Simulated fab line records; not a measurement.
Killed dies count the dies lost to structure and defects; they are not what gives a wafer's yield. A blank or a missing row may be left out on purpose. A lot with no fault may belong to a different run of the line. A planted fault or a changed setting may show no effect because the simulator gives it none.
Which of the tools did it?    flow berkeleyCmos170    Sampling: 13 lots, 39 wafers, 6 of 331 route steps

== WHAT THE GAUGES READ, wafer by wafer ==
UCB170_SDANNEAL_RS_MEAS_04: a four-point-probe measurement.
lot   measured      on            PLDD_RS (ohm/sq)
L476  day 7 15:43   filmMetro-03  1028 1028 1028
L477  day 8 05:05   filmMetro-03  1029 1033 1032
L480  day 8 05:05   filmMetro-02  1035 1033 1033
L478  day 8 05:18   filmMetro-01  1040 1037 1034
L479  day 8 05:45   filmMetro-03  1030 1030 1027
L483  day 9 03:26   filmMetro-01  1028 1029 1029
L485  day 10 00:24  filmMetro-03  1033 1031 1029
L486  day 10 01:16  filmMetro-03  1032 1030 1032
L488  day 10 10:07  filmMetro-03  1033 1035 1031
L491  day 10 22:28  filmMetro-03  1031 1029 1029
L490  day 10 22:38  filmMetro-02  1031 1027 1031
L499  day 12 09:57  filmMetro-01  1031 1032 1031
L497  day 12 11:12  filmMetro-03  1033 1034 1034

UCB170_CONTACT_THK_MEAS_02.
lot   measured      on            CONTACT_PSG_THK (nm)
L476  day 7 19:08   filmMetro-01  703 695 704
L477  day 8 08:34   filmMetro-02  694 690 695
L480  day 8 08:34   filmMetro-01  704 717 710
L478  day 8 08:14   filmMetro-01  692 692 696
L479  day 8 10:01   filmMetro-04  698 699 698
L483  day 9 06:10   filmMetro-04  709 706 702
L485  day 10 03:00  filmMetro-01  691 688 693
L486  day 10 03:56  filmMetro-02  695 699 700
L488  day 10 13:24  filmMetro-01  710 706 717
L491  day 11 03:20  filmMetro-02  696 687 691
L490  day 11 03:19  filmMetro-04  697 698 701
L499  day 12 12:31  filmMetro-01  691 697 690
L497  day 12 14:18  filmMetro-01  690 685 692

UCB170_M1_RS_MEAS_01: a four-point-probe measurement.
lot   measured      on            M1_AL_RS (ohm/sq)
L476  day 7 21:52   filmMetro-03  0.0486 0.0486 0.0486
L477  day 8 11:47   filmMetro-03  0.0484 0.0481 0.0485
L480  day 8 11:57   filmMetro-02  0.0491 0.0489 0.0493
L478  day 8 10:46   filmMetro-02  0.0490 0.0492 0.0484
L479  day 8 13:30   filmMetro-01  0.0485 0.0483 0.0485
L483  day 9 08:45   filmMetro-01  0.0491 0.0482 0.0487
L485  day 10 05:30  filmMetro-03  0.0490 0.0489 0.0488
L486  day 10 06:49  filmMetro-01  0.0491 0.0480 0.0489
L488  day 10 16:23  filmMetro-02  0.0482 0.0489 0.0483
L491  day 11 07:38  filmMetro-02  0.0492 0.0418 0.0420
L490  day 11 07:16  filmMetro-01  0.0487 0.0480 0.0489
L499  day 12 15:07  filmMetro-01  0.0484 0.0484 0.0484
L497  day 12 17:33  filmMetro-03  0.0480 0.0484 0.0488

UCB170_M1_THK_MEAS_02: measures by xrf.
lot   measured      on            M1_AL_THK (nm)
L476  day 7 21:59   filmMetro-03  603 603 603
L477  day 8 11:54   filmMetro-03  609 611 607
L480  day 8 12:04   filmMetro-02  592 595 591
L478  day 8 10:52   filmMetro-02  597 596 601
L479  day 8 13:36   filmMetro-01  600 603 604
L483  day 9 08:52   filmMetro-01  599 610 603
L485  day 10 05:37  filmMetro-03  601 599 601
L486  day 10 06:55  filmMetro-01  598 610 599
L488  day 10 16:31  filmMetro-02  605 590 601
L491  day 11 07:45  filmMetro-02  592 696 688
L490  day 11 07:23  filmMetro-01  602 609 600
L499  day 12 15:14  filmMetro-01  605 601 605
L497  day 12 17:40  filmMetro-03  609 604 598

== WHICH TOOL RAN EACH LOT (tool, then ch and the chambers of the sampled wafers, then the start) ==
lot   UCB170_SILICIDE_RTA_04           UCB170_M1_SPUTTER_00
L476  rtpAnneal-02 ch 0, day 7 16:16   pvdSputter-04, day 7 21:48
L477  rtpAnneal-02 ch 0, day 8 05:36   pvdSputter-01, day 8 11:43
L480  rtpAnneal-01 ch 0, day 8 05:36   pvdSputter-04, day 8 11:52
L478  rtpAnneal-01 ch 0, day 8 05:48   pvdSputter-03, day 8 10:40
L479  rtpAnneal-02 ch 0, day 8 06:15   pvdSputter-03, day 8 13:24
L483  rtpAnneal-02 ch 0, day 9 03:57   pvdSputter-03, day 9 08:41
L485  rtpAnneal-02 ch 0, day 10 00:54  pvdSputter-04, day 10 05:25
L486  rtpAnneal-01 ch 0, day 10 01:45  pvdSputter-03, day 10 06:44
L488  rtpAnneal-01 ch 0, day 10 10:38  pvdSputter-01, day 10 16:19
L491  rtpAnneal-01 ch 0, day 10 22:59  pvdSputter-04, day 11 07:34
L490  rtpAnneal-02 ch 0, day 10 23:09  pvdSputter-01, day 11 07:13
L499  rtpAnneal-01 ch 0, day 12 10:28  pvdSputter-03, day 12 15:03
L497  rtpAnneal-01 ch 0, day 12 11:43  pvdSputter-03, day 12 17:29
- UCB170_SILICIDE_RTA_04: time 15 s.
- UCB170_M1_SPUTTER_00: material Al, target thk 600 nm, time 80 s.

== AS READ BY THE TOOLS THEMSELVES (means over the sampled wafers that have a number; for cases with no such wafer, the mark the record gives instead) ==
UCB170_SILICIDE_RTA_04.
lot   tool          lampPowerPct (%)  wafer_temp_C_max
L476  rtpAnneal-02  9.374             652.3
L477  rtpAnneal-02  9.372             652.3
L480  rtpAnneal-01  9.391             654.4
L478  rtpAnneal-01  9.388             654.4
L479  rtpAnneal-02  9.377             652.1
L483  rtpAnneal-02  9.372             652.4
L485  rtpAnneal-02  9.370             652.2
L486  rtpAnneal-01  9.388             654.5
L488  rtpAnneal-01  9.391             654.9
L491  rtpAnneal-01  9.388             654.1
L490  rtpAnneal-02  9.373             652.1
L499  rtpAnneal-01  9.393             655.0
L497  rtpAnneal-01  9.387             655.1

UCB170_M1_SPUTTER_00.
lot   tool           cathodeDcPowerW (W)  throttleValvePct (%)
L476  pvdSputter-04  6000.8               30.5
L477  pvdSputter-01  6000.2               29.4
L480  pvdSputter-04  6000.2               29.8
L478  pvdSputter-03  6000.2               29.5
L479  pvdSputter-03  6000.2               29.8
L483  pvdSputter-03  6000.1               30.0
L485  pvdSputter-04  6000.1               30.1
L486  pvdSputter-03  5999.4               29.6
L488  pvdSputter-01  5999.4               28.9
L491  pvdSputter-04  6666.1               29.5
L490  pvdSputter-01  5999.9               28.7
L499  pvdSputter-03  5998.8               29.6
L497  pvdSputter-03  6000.7               29.6

== THE ANSWER, worked out from the rows above alone ==
Rule: usual is defined by the lots themselves. Put in order of their means at a reading, lots are off if they are a third of the lots or fewer, leave a main group of 4 or more, and stand apart from it by a gap of 3 or more times the standard deviation of the main group's means; of several such gaps the widest counts. A main group whose means are all the same, to the digits that the tables above print for the reading, isn't used. Also off: a lot with no number at a reading for which 4 or more lots have one. Where the step has rows for the other lots, those lots are counted as sound. Order of review: gauges by route order, followed by the tools' own readings, for which a lot's mean as printed above is used. At the first step where some lot is off, the reading lying furthest off is the one used; lots without a number count as furthest.
Off: L491, seen at UCB170_M1_RS_MEAS_01 (M1_AL_RS). The main group has a mean of 0.0486 ohm/sq with a standard deviation of 0.00023.
A tool fits if, at a process step before that reading, it ran every lot that is off, and no sound lot after the first of them. The gauges at UCB170_M1_RS_MEAS_01 aren't tried: what is off there is off at UCB170_M1_SPUTTER_00 too, on other tools, and a gauge's error can't cause that. One fits: pvdSputter-04 at UCB170_M1_SPUTTER_00. A fault onset in the window from L485 (day 10 05:25, its last sound lot) to L491 (day 11 07:34, its first lot off) fits.
The tool's own readings at UCB170_M1_SPUTTER_00 bear it out: on the lots that are off they differ by more than 5 times the standard deviation of the sound lots' means. cathodeDcPowerW reads 6666.1 W there against 6000.0 W on the sound lots.

== WHAT WAS PUT IN BY THE SIMULATOR ==
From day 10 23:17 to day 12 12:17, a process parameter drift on pvdSputter-04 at UCB170_M1_SPUTTER_00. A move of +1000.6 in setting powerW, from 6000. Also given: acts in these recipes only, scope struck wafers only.
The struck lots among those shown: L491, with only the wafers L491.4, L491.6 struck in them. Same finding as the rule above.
